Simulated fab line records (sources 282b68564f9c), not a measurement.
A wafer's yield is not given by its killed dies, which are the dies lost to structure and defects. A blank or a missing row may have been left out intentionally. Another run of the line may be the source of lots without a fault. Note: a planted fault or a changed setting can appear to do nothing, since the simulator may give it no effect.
Which tool did it? | flow rit cmos | at 1 step of a route of 202, 14 lots with 42 wafers sampled

## WHAT THE GAUGES READ, wafer by wafer
The record holds no reading of a measuring or inspecting step that can be judged against a usual standard deviation.

## TOOL THAT RAN EACH LOT (tool first, then ch and the chambers of the sampled wafers, then the start)
lot  | RIT_GATE_ETCH_19
L844 | rie si-02 ch 0,2,3, day 3 05:13
L845 | rie si-01 ch 0,1,2, day 3 09:20
L846 | rie si-02 ch 0,1,3, day 3 17:04
L847 | rie si-01 ch 0,2,3, day 3 20:23
L848 | rie si-02 ch 1,2,3, day 4 05:19
L849 | rie si-01 ch 1,3, day 4 07:18
L850 | rie si-02 ch 0,2,3, day 4 12:15
L851 | rie si-01 ch 1,2,3, day 4 15:26
L852 | rie si-02 ch 1,2,3, day 4 19:55
L853 | rie si-01 ch 0,1, day 5 00:02
L857 | rie si-01 ch 0,1,3, day 5 20:19
L858 | rie si-02 ch 1,2,3, day 6 01:40
L860 | rie si-02 ch 1,2,3, day 6 12:32
L861 | rie si-01 ch 0,1,2, day 6 17:45
- RIT_GATE_ETCH_19: etches poly-Si in SF6/CHF3/O2, stops on SiO2, time 165 s, target depth 312.5 nm.

## WHAT THE TOOLS THEMSELVES READ (means of the sampled wafers that have a number; where no wafer has one, the mark that the record gives instead)
RIT_GATE_ETCH_19. Usual: chamber pressure mTorr 40.00 mTorr, standard deviation 0.035; drypump motor current A 5.7 A, standard deviation 0.42; oes product au 0.850 a.u., standard deviation 0.013; run length s 193.2 s, standard deviation 0.44; throttle valve pct 10.26 %, standard deviation 0.16.
lot  | tool      | chamber pressure mTorr (mTorr) | drypump motor current A (A) | oes product au (a.u.) | run length s (s) | throttle valve pct (%) | flag
L844 | rie si-02 | 40.00                          | 5.2                         | 0.835                 | 193.5            | 10.26                  |
L845 | rie si-01 | 40.01                          | 6.0                         | 0.860                 | 193.3            | 10.20                  |
L846 | rie si-02 | 40.00                          | 5.3                         | 0.840                 | 193.4            | 10.33                  |
L847 | rie si-01 | 40.00                          | 6.0                         | 0.861                 | 193.2            | 10.22                  |
L848 | rie si-02 | 39.99                          | 5.4                         | 0.841                 | 193.2            | 10.36                  |
L849 | rie si-01 | 40.04                          | 5.8                         | 0.851                 | 192.9            | 10.23                  |
L850 | rie si-02 | 39.97                          | 5.2                         | 0.846                 | 193.3            | 10.26                  |
L851 | rie si-01 | 39.97                          | 5.8                         | 0.856                 | 193.0            | 10.29                  |
L852 | rie si-02 | 39.99                          | 5.4                         | 0.843                 | 193.2            | 10.36                  |
L853 | rie si-01 | 40.00                          | 6.0                         | 0.856                 | 193.3            | 10.14                  |
L857 | rie si-01 | 39.99                          | 6.0                         | 0.858                 | 193.2            | 10.17                  |
L858 | rie si-02 | 39.99                          | 5.4                         | 0.902                 | 179.3            | 10.36                  | OFF
L860 | rie si-02 | 39.96                          | 5.4                         | 0.895                 | 179.5            | 10.36                  | OFF
L861 | rie si-01 | 39.99                          | 6.0                         | 0.867                 | 193.2            | 10.21                  |

## THE ANSWER, worked out from the rows above alone
Rule: a lot counts as off when the mean over its wafers that have a number is more than 3 standard deviations away from the usual mean. A lot without any number at a reading at which 4 lots or more have one is off too. All remaining lots with rows at the step are treated as sound. After the gauges, taken in route order, come the tools' own readings; for these a lot's mean is taken, as printed above. At the first step where some lot is off, the reading lying furthest off is the one used; lots without a number count as furthest.
Off: L858, L860, at RIT_GATE_ETCH_19 (run length s).
If a tool, at that step or one of the process steps before it, ran each lot that is off and ran no sound lot following the first of them, it fits. One fits: rie si-02 at RIT_GATE_ETCH_19. Its last sound lot is L852 (day 4 19:55), its first lot that is off L858 (day 6 01:40): a fault that began between those two fits.
On the lots that are off, the tool's own readings at RIT_GATE_ETCH_19 differ by more than 5 times the standard deviation of the sound lots' means, which bears it out; run length s reads 179.4 s there versus 193.2 s on the sound lots.

## WHAT HAD BEEN PUT IN BY THE SIMULATOR
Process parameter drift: rie si-02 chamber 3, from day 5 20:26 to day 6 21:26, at RIT_GATE_ETCH_19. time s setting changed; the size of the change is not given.
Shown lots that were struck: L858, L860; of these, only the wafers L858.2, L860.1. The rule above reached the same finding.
